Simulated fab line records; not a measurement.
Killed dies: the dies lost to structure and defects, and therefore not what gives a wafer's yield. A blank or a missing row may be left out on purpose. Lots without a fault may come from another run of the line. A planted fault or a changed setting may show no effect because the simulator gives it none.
Struck lot and sound lot, side by side :: flow berkeleyCmos170 :: 19 out of 331 route steps
Sound: these wafers, L670.3, L670.4, L670.6. Struck: wafers L672.2, L672.4, L672.6. The cause is given at the end.
Order at every step that has rows: each side's tool, ch and its chambers, its first start. Under that, the readings that differ: sound wafers :: struck wafers :: difference of the means :: sigmas: that difference in standard deviations of wafers without a fault.
alike: readings with means less than 2 such deviations apart, plus words and numbers identical on both sides. not compared: withheld readings, readings lacking a value on some wafer, bounds such as >300 that could conceal the same value, and numbers that have no deviation in the record and whose values overlap.
A row with sigmas, a row that says differs or no value, or rows on one side alone: a step with any of these is where the two part. Non-overlapping numbers with no deviation appear without sigmas and do not part them. A reading missing from all wafers of one side parts the sides only when that side holds two or more wafers.

first, 5 steps without rows for these wafers: UCB170_ACTIVE_COAT_08 (resist thk 900 nm); UCB170_ACTIVE_SOFTBAKE_09 (time 60 s); UCB170_ACTIVE_EXPOSE_10 (exposes mask ACTIVE, target cd 1200 nm); UCB170_ACTIVE_PEB_11; UCB170_ACTIVE_DEVELOP_12 (develop time 45 s).
UCB170_ACTIVE_CD_MEAS_13: the cd target is 1200 nm.
  sound on cdSem-02 at day 8 00:47; struck on cdSem-02 at day 8 00:59
  alike: cdNm
UCB170_ACTIVE_OVL_MEAS_14:
  sound on overlay-01 at day 8 00:52; struck on overlay-01 at day 8 01:05
reading: ACTIVE_OVL (nm)
sound: -17 -18 -22
struck: -5 -3 -8
difference: +14
sigmas: +2
UCB170_ACTIVE_ETCH_15: etches Si3N4 in CH3F/Ar/O2, stops on SiO2, target depth 242 nm, time 151 s.
  sound on rieDiel-02 ch 0,2, day 8 00:53; struck on rieDiel-02 ch 0,2, day 8 01:07
  alike: chamberPressureMTorr, drypumpMotorCurrentA, oesProductAu, throttleValvePct
  not compared: rfHoursCounterH
UCB170_ACTIVE_STRIP_16: strips in O2.
  sound on plasmaAsher-01 ch 0,1, day 8 01:02; struck on plasmaAsher-01 ch 1, day 8 01:13
  alike: chamberPressureMTorr, drypumpMotorCurrentA, oesProductAu, stripTimeToEndpointS
  not compared: rfHoursCounterH
UCB170_ACTIVE_CD_MEAS_90: the cd target is 1200 nm.
  sound on cdSem-01 at day 8 01:08; struck on cdSem-02 at day 8 01:21
  alike: cdNm
then, 2 steps without rows for these wafers: UCB170_ACTIVE_CLEAN_17 (cleans in SPM, time 600 s); UCB170_PFIELD_HMDS_00 (prime time 60 s).
UCB170_PFIELD_COAT_01: resist thk 900 nm.
  struck on lithoTrack-01, day 8 02:03; sound on lithoTrack-04 ch 0, day 8 01:55
  no value came back on the struck wafers for chillPlateTempC (C), dispensePressureKPa (kPa); on the sound wafers chillPlateTempC (C) reads 22.91 22.97 22.97
then, 4 steps without rows for these wafers: UCB170_PFIELD_SOFTBAKE_02 (time 60 s); UCB170_PFIELD_EXPOSE_03 (exposes mask PFIELD, target cd 1500 nm); UCB170_PFIELD_PEB_04; UCB170_PFIELD_DEVELOP_05 (develop time 45 s).
UCB170_PFIELD_OVL_MEAS_06:
  sound on overlay-02 at day 8 02:53; struck on overlay-02 at day 8 03:10
reading: PFIELD_OVL (nm)
sound: 5 11 1
struck: - - -
difference: no value on the struck wafers
sigmas: 
next, for these wafers, 1 step has no rows: UCB170_PFIELD_IMPLANT_07.

## WHERE THEY PART
Earliest at UCB170_ACTIVE_OVL_MEAS_14; latest, in this record, at UCB170_PFIELD_OVL_MEAS_06.

WHY: whatever the simulator had introduced
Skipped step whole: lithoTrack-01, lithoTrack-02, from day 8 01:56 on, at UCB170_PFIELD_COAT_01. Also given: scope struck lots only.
